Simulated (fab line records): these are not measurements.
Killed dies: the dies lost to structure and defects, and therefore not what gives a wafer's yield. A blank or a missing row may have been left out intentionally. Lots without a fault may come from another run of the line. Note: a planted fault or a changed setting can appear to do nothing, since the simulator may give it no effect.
Comparing a struck lot with a sound one + flow rit cmos + 16 steps out of a route of 202
Sound: these wafers, L572.1, L572.2, L572.3. The struck wafers were L585.2, L585.5, L585.6. The cause is given at the end.
Per side, at each step with rows, come the tool, then ch with its chambers, and then its first start. Under that, the readings that differ: sound wafers + struck wafers + difference of the means + sigmas: that difference in standard deviations of wafers without a fault.
alike: words and numbers the same on both sides, and readings whose means are apart by under 2 such deviations; not compared: readings that were withheld, readings missing a value for some wafer, numbers with overlapping values and no deviation given by the record, and bounds like >300 which may hide the same value.
The two part at a step that has a row with sigmas, a row that says differs or no value, or rows on one side only. Numbers that don't overlap but have no deviation are shown without sigmas and don't part them. A reading missing from all wafers of one side parts the sides only when that side holds two or more wafers.

first, 1 step without rows for these wafers: RIT_PSD_IMPLANT_08.
RIT_PSD_STRIP_09: strips in O2, time 180 s.
  sound on plasma asher-02 ch 0,1, day 4 18:05; struck on plasma asher-04 ch 0,1, day 7 16:12
  alike: chamber pressure mTorr, drypump motor current A
  not compared: rf hours counter h
RIT_PSD_TW_MEAS_10:
  sound on film metro-03, day 4 18:15; struck on film metro-01, day 7 16:23
  alike: PSD_TW
then, 3 steps without rows for these wafers: RIT_SDANNEAL_CLEAN_00 (cleans in SC1, time 600 s); RIT_SDANNEAL_CLEAN_01 (cleans in dHF, time 30 s); RIT_SDANNEAL_CLEAN_02 (cleans in SC2, time 600 s).
RIT_SDANNEAL_RTA_03: time 5 s.
  sound on rtp anneal-01 ch 0, day 4 18:43; struck on rtp anneal-02 ch 0, day 7 16:51
  alike: wafer_temp_C_max
RIT_SDANNEAL_RS_MEAS_04: uses a four-point probe to measure.
  sound on film metro-03, day 4 18:46; struck on film metro-01, day 7 16:55
  alike: PSD_RS
RIT_SDANNEAL_RS_MEAS_05: uses a four-point probe to measure.
  sound on film metro-03, day 4 18:53; struck on film metro-01, day 7 17:02
  alike: NSD_RS
RIT_SDANNEAL_RS_MEAS_06: uses a four-point probe to measure.
  sound on film metro-03, day 4 19:01; struck on film metro-01, day 7 17:09
  alike: PLDD_RS
RIT_SDANNEAL_RS_MEAS_07: uses a four-point probe to measure.
  sound on film metro-03, day 4 19:08; struck on film metro-01, day 7 17:16
  alike: NLDD_RS
then, 1 step without rows for these wafers: RIT_SILICIDE_WET_ETCH_00 (etches SiO2 in BOE, target depth 14 nm, time 15 s).
RIT_SILICIDE_SPUTTER_01: material Ti, target thk 30 nm, time 240 s.
  sound on pvd sputter-03, day 4 19:16; struck on pvd sputter-01, day 7 17:42
  alike: throttle valve pct
RIT_SILICIDE_RS_MEAS_02: uses a four-point probe to measure.
  sound on film metro-04, day 4 19:25; struck on film metro-02, day 7 18:17
| reading                 | sound          | struck         | difference | sigmas |
|-------------------------|----------------|----------------|------------|--------|
| SILICIDE_TI_RS (ohm/sq) | 48.3 48.1 48.0 | 20.3 20.1 20.1 | -28.0      | -44    |
RIT_SILICIDE_THK_MEAS_03: measures by xrf.
  sound on film metro-04, day 4 19:32; struck on film metro-02, day 8 00:26
| reading              | sound          | struck         | difference | sigmas |
|----------------------|----------------|----------------|------------|--------|
| SILICIDE_TI_THK (nm) | 29.9 30.0 30.2 | 60.7 61.2 60.8 | +30.9      | +86    |
RIT_M1_PROBE_99:
  the record has rows for the sound wafers here (prober-01, day 5 03:05) and none for the struck ones

== WHERE THEY PART ==
First at RIT_SILICIDE_RS_MEAS_02; last, within this record, at RIT_M1_PROBE_99.

WHY: what the simulator had put in
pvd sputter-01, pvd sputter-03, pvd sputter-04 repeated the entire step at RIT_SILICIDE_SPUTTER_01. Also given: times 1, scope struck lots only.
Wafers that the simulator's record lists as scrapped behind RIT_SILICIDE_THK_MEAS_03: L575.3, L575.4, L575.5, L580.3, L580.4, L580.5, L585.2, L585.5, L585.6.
